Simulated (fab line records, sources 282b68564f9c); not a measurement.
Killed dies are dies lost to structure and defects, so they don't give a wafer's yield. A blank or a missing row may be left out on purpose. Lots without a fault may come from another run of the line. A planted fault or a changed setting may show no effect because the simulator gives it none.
A struck lot beside a sound one | flow rit_cmos | 15 steps out of a route of 202
Sound: wafers L972.2, L972.4, L972.6. Struck: wafers L963.3, L963.4, L963.5. The cause comes at the end.
At each step with rows: each side's tool, then ch and its chambers, then its first start. Under that, the readings that differ: sound wafers | struck wafers | difference of the means | sigmas: that difference in standard deviations of wafers without a fault.
alike: readings whose means differ by less than 2 such deviations, and words and numbers that are the same on both sides. not compared: withheld readings, readings that some wafer has no value for, bounds like >300 that may hide the same value, and numbers for which the record gives no deviation and whose values overlap.
The two part at a step that has a row with sigmas, a row that says differs or no value, or rows on one side only. Numbers that don't overlap but have no deviation are shown without sigmas and don't part them. A reading that every wafer of one side lacks parts them only if that side has two wafers or more.

first, 2 steps without rows for these wafers: RIT_NSD_HARDBAKE_07 (time 60 s); RIT_NSD_IMPLANT_08.
RIT_NSD_STRIP_09: strips in O2, time 180 s.
  sound on plasma_asher-01 ch 0,1, day 7 09:06; struck on plasma_asher-03 ch 0,1, day 5 10:29
  alike: chamber_pressure_mTorr, drypump_motor_current_A
  not compared: rf_hours_counter_h
RIT_NSD_TW_MEAS_10:
  sound on film_metro-01, day 7 09:17; struck on film_metro-03, day 5 10:37
  alike: NSD_TW
then, 6 steps without rows for these wafers: RIT_PSD_HMDS_00 (prime time 60 s); RIT_PSD_COAT_01 (resist thk 1000 nm); RIT_PSD_SOFTBAKE_02 (time 60 s); RIT_PSD_EXPOSE_03 (exposes mask M10, target cd 40900 nm); RIT_PSD_PEB_04; RIT_PSD_DEVELOP_05 (develop time 50 s).
RIT_PSD_OVL_MEAS_06:
  sound on overlay-01, day 7 10:19; struck on overlay-01, day 5 11:39
  alike: PSD_OVL
then, 1 step without rows for these wafers: RIT_PSD_HARDBAKE_07 (time 60 s).
RIT_PSD_IMPLANT_08:
  sound on implanter-03 ch 0, day 7 10:31; struck on implanter-01 ch 0, day 5 11:52
  reading       | sound                         | struck                      | difference | sigmas
  dose_ions_cm2 | 4.996e+15 5.003e+15 4.995e+15 | 4.782e+15 4.77e+15 4.77e+15 | -2.240e+14 | -38
RIT_PSD_STRIP_09: strips in O2, time 180 s.
  sound on plasma_asher-04 ch 0,1, day 7 10:39; struck on plasma_asher-04 ch 0,1, day 5 12:02
  alike: chamber_pressure_mTorr, drypump_motor_current_A
  not compared: rf_hours_counter_h
then, 1 step without rows for these wafers: RIT_M1_PROBE_99.

WHERE THEY PART
Only at RIT_PSD_IMPLANT_08, within this record. Later steps at which nothing parts them and some readings are alike: RIT_PSD_STRIP_09.

WHY: what the simulator had put in
Process parameter drift: implanter-01, from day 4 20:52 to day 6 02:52, at RIT_PSD_IMPLANT_08. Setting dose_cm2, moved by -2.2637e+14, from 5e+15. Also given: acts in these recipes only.
